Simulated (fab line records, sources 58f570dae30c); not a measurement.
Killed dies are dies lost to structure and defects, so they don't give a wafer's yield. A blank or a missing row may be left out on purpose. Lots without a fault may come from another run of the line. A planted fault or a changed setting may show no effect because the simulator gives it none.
One fault seen from 2 desks | flow berkeley_cmos170 | each desk has only its own numbers; what lay behind them comes last

THE TOOL OWNER'S DESK: krf_scanner-01
The tool's own readings at UCB170_V1_EXPOSE_09 (exposes mask VIA1, target cd 700 nm): means of the sampled wafers that have a number, for each lot that ran on this tool. A lot is out of limits, marked OUT, if its mean lies more than 4 standard deviations from the usual mean; the brackets give that distance.
Columns: A = exposure_dose_mJ_cm2 at UCB170_V1_EXPOSE_09, usual 37.00
lot  | first seen here | A
L446 | day 9 22:44     | 36.98
L447 | day 9 22:51     | 33.29 (-99 or more) OUT
L448 | day 9 22:59     | 33.30 (-99 or more) OUT
L450 | day 10 03:02    | 34.70 (-62) OUT
L451 | day 10 08:52    | 35.07 (-52) OUT
This desk's finding: out of limits on L447, L448, L450, L451; first on L447, day 9 22:51 (exposure_dose_mJ_cm2 at UCB170_V1_EXPOSE_09). In limits: L446.

THE METROLOGY DESK
What the gauges read, lot by lot, whatever tool the lot ran on: means of the sampled wafers that have a number. A lot is out of limits, marked OUT, if its mean lies more than 4 standard deviations from the usual mean; the brackets give that distance.
Columns: A = cd_nm at UCB170_CONTACT_CD_MEAS_90, usual 699.7 nm; B = cd_nm at UCB170_V1_CD_MEAS_12, usual 700.0 nm; C = cd_nm at UCB170_V2_CD_MEAS_12, usual 700.3 nm
lot  | first seen here | A     | B                | C
L437 | day 6 22:41     | 699.9 | 699.8            | 700.0
L438 | day 7 00:24     | 699.0 | 700.2            | 702.7
L439 | day 7 03:04     | 701.2 | 701.5            | 699.9
L440 | day 7 11:52     | 700.0 | 699.1            | 699.7
L441 | day 7 23:16     | 701.6 | 702.4            | 699.9
L443 | day 8 06:44     | 699.6 | 698.9            | 703.1
L444 | day 8 07:05     | 699.6 | 700.4            | 701.6
L445 | day 9 00:46     | 699.6 | 698.6            | 699.1
L447 | day 9 11:44     | 698.5 | 683.2 (-12) OUT  | 702.6
L446 | day 9 11:52     | 699.1 | 701.3            | 700.7
L448 | day 9 12:25     | 699.6 | 681.3 (-13) OUT  | -
L450 | day 9 18:55     | 700.1 | 687.7 (-8.8) OUT | 701.1
L451 | day 9 23:35     | 699.5 | 691.4 (-6.1) OUT | 698.8
L457 | day 11 08:28    | 700.7 | 697.5            | 701.1
L459 | day 11 17:23    | 700.6 | 699.8            | 700.5
L460 | day 11 19:09    | 700.7 | 701.3            | 698.4
This desk's finding: out of limits on L447, L448, L450, L451; first on L447, day 9 23:29 (cd_nm at UCB170_V1_CD_MEAS_12). In limits: L437, L438, L439, L440, L441, L443, L444, L445, L446, L457, L459, L460.

PUT TOGETHER
The tool owner's desk could have raised an alarm at day 9 22:51, on L447, L448, L450, L451.
The metrology desk could have raised an alarm at day 9 23:29, on L447, L448, L450, L451.
Of the lots named, all ran UCB170_V1_EXPOSE_09 on krf_scanner-01.

WHAT THE SIMULATOR HAD PUT IN
Process parameter drift: krf_scanner-01, from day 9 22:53 on, at UCB170_V1_EXPOSE_09. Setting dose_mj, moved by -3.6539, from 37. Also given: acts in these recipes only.
Lots struck among those shown: L447, L448, L450, L451.
